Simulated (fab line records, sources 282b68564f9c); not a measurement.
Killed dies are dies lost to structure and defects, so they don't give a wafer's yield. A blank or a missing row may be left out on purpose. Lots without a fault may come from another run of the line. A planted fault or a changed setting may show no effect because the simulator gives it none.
fab line records | flow rit_cmos
record lots=14 wafers=42 last_day=7
route steps=202 shown PRETRO@73 PSD@157 CONTACT@180 M1@184
lots that met no fault: from a run of the same line without faults
start_h: hours from the record's first day to the start of the lot's first wafer shown | wait_h: hours since the lot's step before | " the same as in the row above | L1.1+2: a row that stands for several wafers | - no value, or no start given | * or withheld: withheld | < > ~ a bound
route shown NAME@n: a module of which the file shows steps, and the number in the route of the first | usual: mean/standard deviation of fault-free wafers | same: alike in all rows | chamber/n: place in a boat | sites: the reading at each site | _std_site: their standard deviation | _edge_site: outer sites' mean less inner sites' | radius_mm: how far each site lies from the wafer's centre | mask NAME#n: copy n | behind: the tool/chamber that last shaped the wafer | hold: why the lot was held/for how many hours/how that ended | device: the transistor (n, p or np) that didn't switch | end of line: the same wafers' tests at the end of the route | a step without rows: its recipe alone | killed: dies lost to structure and defects at the first sort, not the wafer's yield | map: a wafer's dies, x killed, . not, _ none there
set.NAME: the setting as run; set.NAME@STEP: as run at that earlier step | model.NAME: the simulator's own value behind a step, which no gauge read
steps of the route over a sample of lots; a table a step, a row a wafer
services: from which hour (start_h, from the record's first day; less than 0 if before it) a tool's chamber was out of use, for how many hours, and why
## steps
# step RIT_PRETRO_STRIP_09
# recipe chemistry=O2 time_s=180 resist=NOVOLAK platen_temp_c=withheld power_w=500 pressure_mtorr=4000 o2_flow_sccm=4000
# usual drypump_motor_current_A=6.01/0.18 run_length_s=208.3/0.45
# columns lot.wafer tool chamber start_h wait_h drypump_motor_current_A rf_hours_counter_h run_length_s
L245.1 plasma_asher-01 1 31.76 0.1 6.16 39 208.6
L245.2 " 0 " " 5.91 39 207.8
L245.4 " 1 " " 6.14 - 208.5
L246.1 plasma_asher-01 1 36.79 0.1 6.17 40 208.4
L246.2 " 0 " " 5.91 40 208.1
L246.6 " 0 " " 5.94 - 207.8
L247.3 plasma_asher-03 1 40.72 0.1 6.28 - 208.7
L247.5 " 1 " " 6.29 - 208.9
L247.6 " 0 " " 5.87 - 208.4
L248.2 plasma_asher-02 0 46.22 0.1 5.96 39 207.4
L248.4 " 1 " " 5.81 - 208.4
L248.6 " 1 " " 5.75 - 208.0
L251.2 plasma_asher-03 1 63.00 0.1 6.26 42 208.7
L251.5 " 1 " " 6.26 - 208.7
L251.6 " 0 " " 5.89 - 208.3
L253.4 plasma_asher-01 1 71.99 0.1 6.14 - 208.9
L253.5 " 1 " " 6.12 - 208.4
L253.6 " 0 " " 5.94 - 208.1
L254.1 plasma_asher-01 0 78.31 0.1 5.93 44 207.9
L254.3 " 0 " " 5.93 - 207.8
L254.5 " 0 " " 5.95 - 207.9
L255.1 plasma_asher-02 0 83.95 0.1 5.97 43 207.6
L255.2 " 1 " " 5.69 43 208.2
L255.6 " 0 " " 5.97 - 207.4
L256.1 plasma_asher-02 1 89.12 0.1 5.71 44 207.9
L256.4 " 0 " " 5.96 - 207.8
L256.5 " 1 " " 5.73 - 208.3
L260.1 plasma_asher-02 0 107.95 0.1 5.96 47 207.7
L260.3 " 1 " " 5.74 - 208.1
L260.4 " 0 " " 5.96 - 207.5
L262.3 plasma_asher-03 1 116.29 0.1 6.32 - 208.9
L262.5 " 1 " " 6.30 - 208.6
L262.6 " 0 " " 5.88 - 208.4
L263.2 plasma_asher-02 1 121.78 0.1 5.69 49 208.3
L263.4 " 1 " " 5.75 - 208.6
L263.5 " 1 " " 5.65 - 208.2
L266.2 plasma_asher-03 0 136.11 0.1 5.89 52 208.4
L266.3 " 1 " " 6.28 - 208.8
L266.5 " 0 " " 5.89 - 208.4
L267.2 plasma_asher-01 0 142.08 0.1 5.89 0 208.3
L267.4 " 1 " " 6.15 - 208.6
L267.5 " 1 " " 6.14 - 208.5
# step RIT_SDANNEAL_RS_MEAS_04
# recipe thk_meas_gauge=four-point-probe
# usual PSD_RS=115.94/0.28
# columns lot.wafer tool chamber start_h wait_h PSD_RS[ohm/sq]
L245.1 film_metro-01 - 50.75 0.0 115.97
L245.2 " - " " 115.68
L245.4 " - " " 115.41
L246.1 film_metro-03 - 55.03 0.0 115.73
L246.2 " - " " 115.37
L246.6 " - " " 115.61
L247.3 film_metro-01 - 59.36 0.1 116.11
L247.5 " - " " 116.05
L247.6 " - " " 115.93
L248.2 film_metro-01 - 64.62 0.1 115.66
L248.4 " - " " 115.56
L248.6 " - " " 115.44
L251.2 film_metro-01 - 86.81 0.1 116.05
L251.5 " - " " 116.26
L251.6 " - " " 116.04
L253.4 film_metro-01 - 91.38 0.1 115.97
L253.5 " - " " 116.02
L253.6 " - " " 115.75
L254.1 film_metro-03 - 99.05 0.0 116.17
L254.3 " - " " 116.42
L254.5 " - " " 116.34
L255.1 film_metro-01 - 101.70 0.0 116.10
L255.2 " - " " 116.42
L255.6 " - " " 116.42
L256.1 film_metro-02 - 108.86 0.0 116.24
L256.4 " - " " 115.94
L256.5 " - " " 116.23
L260.1 film_metro-02 - 128.95 0.1 115.82
L260.3 " - " " 115.47
L260.4 " - " " 116.00
L262.3 film_metro-03 - 134.41 0.1 116.10
L262.5 " - " " 116.32
L262.6 " - " " 116.10
L263.2 film_metro-02 - 140.36 0.1 115.84
L263.4 " - " " 116.10
L263.5 " - " " 115.68
L266.2 film_metro-02 - 155.17 0.1 115.88
L266.3 " - " " 115.47
L266.5 " - " " 115.72
L267.2 film_metro-02 - 160.34 0.1 115.45
L267.4 " - " " 115.89
L267.5 " - " " 115.72
# step RIT_CONTACT_STRIP_12
# recipe chemistry=O2 time_s=180 resist=NOVOLAK platen_temp_c=withheld power_w=500 pressure_mtorr=4000 o2_flow_sccm=4000
# usual drypump_motor_current_A=6.1/0.41 run_length_s=208.4/0.41
# columns lot.wafer tool chamber start_h wait_h drypump_motor_current_A rf_hours_counter_h run_length_s
L245.1 plasma_asher-03 0 53.55 0.1 5.9 41 208.6
L245.2 " 1 " " 6.3 41 209.1
L245.4 " 1 " " 6.3 - 208.5
L246.1 plasma_asher-03 1 57.79 0.1 6.3 42 208.6
L246.2 " 0 " " 5.9 42 208.2
L246.6 " 0 " " 5.9 - 208.5
L247.3 plasma_asher-03 1 61.96 0.2 6.3 - 208.6
L247.5 " 1 " " 6.3 - 208.8
L247.6 " 0 " " 5.9 - 208.4
L248.2 plasma_asher-01 1 67.33 0.1 6.1 43 208.5
L248.4 " 0 " " 5.9 - 208.0
L248.6 " 0 " " 5.9 - 207.9
L251.2 plasma_asher-03 1 89.55 0.1 6.3 45 208.7
L251.5 " 0 " " 5.9 - 208.9
L251.6 " 1 " " 6.3 - 208.7
L253.4 plasma_asher-03 1 94.08 0.2 6.3 - 208.8
L253.5 " 0 " " 5.9 - 208.7
L253.6 " 1 " " 6.3 - 208.6
L254.1 plasma_asher-04 0 101.82 0.1 6.8 32 207.9
L254.3 " 0 " " 6.8 - 208.3
L254.5 " 1 " " 5.5 - 208.7
L255.1 plasma_asher-03 0 104.28 0.1 5.9 47 208.2
L255.2 " 1 " " 6.3 47 209.4
L255.6 " 0 " " 5.9 - 208.3
L256.1 plasma_asher-03 0 111.43 0.1 5.9 48 208.4
L256.4 " 1 " " 6.3 - 208.9
L256.5 " 0 " " 5.9 - 208.4
L260.1 plasma_asher-03 0 132.01 0.1 5.9 51 200.5
L260.3 " 0 " " 5.9 - 200.4
L260.4 " 1 " " 6.3 - 201.1
L262.3 plasma_asher-03 1 137.11 0.2 6.3 - 201.4
L262.5 " 0 " " 5.9 - 200.3
L262.6 " 1 " " 6.3 - 201.1
L263.2 plasma_asher-04 0 143.04 0.1 6.8 38 207.8
L263.4 " 0 " " 6.8 - 207.5
L263.5 " 1 " " 5.5 - 208.3
L266.2 plasma_asher-01 0 157.72 0.1 5.9 2 208.1
L266.3 " 0 " " 5.9 - 208.4
L266.5 " 1 " " 6.2 - 208.9
L267.2 plasma_asher-04 0 163.06 0.1 6.8 40 207.8
L267.4 " 1 " " 5.5 - 208.4
L267.5 " 1 " " 5.5 - 208.4
# step RIT_M1_SPUTTER_00
# recipe material=Al target_thk_nm=400 power_w=2000 chamber_pressure_pa=0.4 gas=Ar time_s=500 substrate_temp_c=25
# usual throttle_valve_pct=30.1/1.2
# columns lot.wafer tool chamber start_h wait_h throttle_valve_pct
L245.1 pvd_sputter-01 - 54.20 0.0 31.7
L245.2 " - " " 30.6
L245.4 " - " " 27.8
L246.1 pvd_sputter-04 - 58.44 0.0 28.9
L246.2 " - " " 29.4
L246.6 " - " " 28.9
L247.3 pvd_sputter-01 - 62.55 0.0 29.3
L247.5 " - " " 31.9
L247.6 " - " " 29.1
L248.2 pvd_sputter-04 - 67.97 0.0 30.3
L248.4 " - " " 28.8
L248.6 " - " " 28.7
L251.2 pvd_sputter-01 - 90.20 0.0 30.9
L251.5 " - " " 30.7
L251.6 " - " " 27.7
L253.4 pvd_sputter-02 - 94.87 0.1 29.0
L253.5 " - " " 30.7
L253.6 " - " " 30.8
L254.1 pvd_sputter-01 - 102.48 0.0 32.1
L254.3 " - " " 30.9
L254.5 " - " " 27.9
L255.1 pvd_sputter-02 - 104.92 0.0 30.0
L255.2 " - " " 30.7
L255.6 " - " " 30.8
L256.1 pvd_sputter-01 - 112.09 0.0 29.3
L256.4 " - " " 32.1
L256.5 " - " " 29.3
L260.1 pvd_sputter-01 - 132.65 0.0 29.3
L260.3 " - " " 27.9
L260.4 " - " " 32.2
L262.3 pvd_sputter-02 - 137.69 0.0 30.9
L262.5 " - " " 31.5
L262.6 " - " " 30.6
L263.2 pvd_sputter-01 - 143.69 0.0 28.0
L263.4 " - " " 29.1
L263.5 " - " " 31.0
L266.2 pvd_sputter-02 - 158.37 0.0 30.6
L266.3 " - " " 30.0
L266.5 " - " " 29.3
L267.2 pvd_sputter-01 - 163.72 0.0 29.0
L267.4 " - " " 32.0
L267.5 " - " " 30.3
# step RIT_M1_PROBE_99
# usual killed_at_M0_to_M3=0.0/0.18 killed_at_contacts=0.1/0.38 killed_at_front_end=6.9/2.9 killed_dies=7.1/3 killed_open=3.5/2.1 killed_short=3.5/2
# same gross_dies=264 killed_at_M4_up=0 killed_at_back_side=0 killed_at_other=0
# columns lot.wafer tool chamber start_h wait_h killed_at_M0_to_M3 killed_at_contacts killed_at_front_end killed_dies killed_open killed_short
L251.2 prober-02 - 94.49 0.1 0 0 5 5 3 2
L251.5 prober-02 - 94.64 0.2 0 0 5 5 5 0
L251.6 prober-02 - 94.69 0.2 0 0 4 4 1 3
L254.1 prober-02 - 106.62 0.1 0 0 3 3 2 1
L254.3 prober-02 - 106.72 0.2 0 1 6 7 3 4
L254.5 prober-02 - 106.82 0.2 0 0 12 12 10 2
L256.1 prober-02 - 116.23 0.1 0 0 1 1 1 0
L256.4 prober-02 - 116.38 0.2 1 0 6 7 2 5
L256.5 prober-02 - 116.43 0.2 0 0 4 4 1 3
L263.2 prober-01 - 147.94 0.1 0 0 6 6 2 4
L263.4 prober-01 - 148.04 0.2 0 0 7 7 5 2
L263.5 prober-01 - 148.09 0.2 1 0 9 10 1 9
# killed by level:class
L251.2 FOX1:geometric_particle:open=1 FOX2:geometric_particle:open=1 GATE:geometric_particle:short=1 SPACER:geometric_particle:open=1 SILICIDE:geometric_particle:short=1
L251.5 SPACER:geometric_particle:open=2 FOX1:geometric_particle:open=1 FOX2:geometric_particle:open=1 REOX:geometric_particle:open=1
L251.6 FOX2:geometric_particle:short=1 GATE:geometric_particle:short=1 SPACER:geometric_particle:short=1 SILICIDE:geometric_particle:open=1
L254.1 FOX2:geometric_particle:open=1 GATE:geometric_particle:short=1 GATE:geometric_particle:open=1
L254.3 FOX1:geometric_particle:open=1 FOX2:geometric_particle:short=1 GATE:geometric_particle:short=1 REOX:geometric_particle:short=1 REOX:geometric_particle:open=1 SPACER:geometric_particle:short=1 CONTACT:geometric_particle:open=1
L254.5 GATE:geometric_particle:open=4 FOX2:geometric_particle:open=2 GATE:geometric_particle:short=2 SPACER:geometric_particle:open=2 FOX1:geometric_particle:open=1 SILICIDE:geometric_particle:open=1
L256.1 FOX1:geometric_particle:open=1
L256.4 SPACER:geometric_particle:short=2 SILICIDE:geometric_particle:short=2 FOX1:geometric_particle:open=1 SILICIDE:geometric_particle:open=1 M1:geometric_particle:short=1
L256.5 GATE:geometric_particle:short=2 GATE:geometric_particle:open=1 SILICIDE:geometric_particle:short=1
L263.2 SPACER:geometric_particle:short=2 FOX1:geometric_particle:open=1 FOX2:geometric_particle:short=1 SPACER:geometric_particle:open=1 SILICIDE:geometric_particle:short=1
L263.4 REOX:geometric_particle:open=2 SPACER:geometric_particle:open=2 ACTIVE:geometric_particle:short=1 FOX1:geometric_particle:open=1 GATE:geometric_particle:short=1
L263.5 SPACER:geometric_particle:short=4 SILICIDE:geometric_particle:short=3 FOX2:geometric_particle:short=1 GATE:geometric_particle:short=1 M1:geometric_particle:open=1
## services
# columns tool chamber start_h hours kind
pvd_sputter-02 - 8.81 3.2 repair
plasma_asher-03 - 45.70 3.9 repair
plasma_asher-04 - 67.36 4.3 pm
plasma_asher-01 - 86.36 44.0 repair
plasma_asher-01 - 130.40 9.0 pm
plasma_asher-01 0 130.40 9.0 vent_cycle
plasma_asher-01 1 130.40 9.0 vent_cycle
plasma_asher-01 0 139.40 - clean
plasma_asher-01 1 139.40 - clean
plasma_asher-03 - 142.21 2.9 repair
## key
first_sign step=RIT_CONTACT_STRIP_12 reading=run_length_s direction=down sigmas=19 usual=* struck=*
effect none on later readings
met_at RIT_CONTACT_STRIP_12
struck_lots L260,L262
tester_left_out L260,L262
not_acting_at RIT_PRETRO_STRIP_09,RIT_SDANNEAL_RS_MEAS_04,RIT_M1_SPUTTER_00
onset_between 111.43 132.01
fault kind=process_parameter_drift tool=plasma_asher-03 chamber=- onset_h=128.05 steps=RIT_CONTACT_STRIP_12 channel=time_s offset=* shape=step end_h=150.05 acts_in=* stated=*
# tester_left_out: of these lots the tester's yield and bins aren't shown, on N5 and GAA mostly nor the transistor test; their killed dies are dies lost to structure and defects alone, not to doping, threshold or leakage, so they don't give the yield
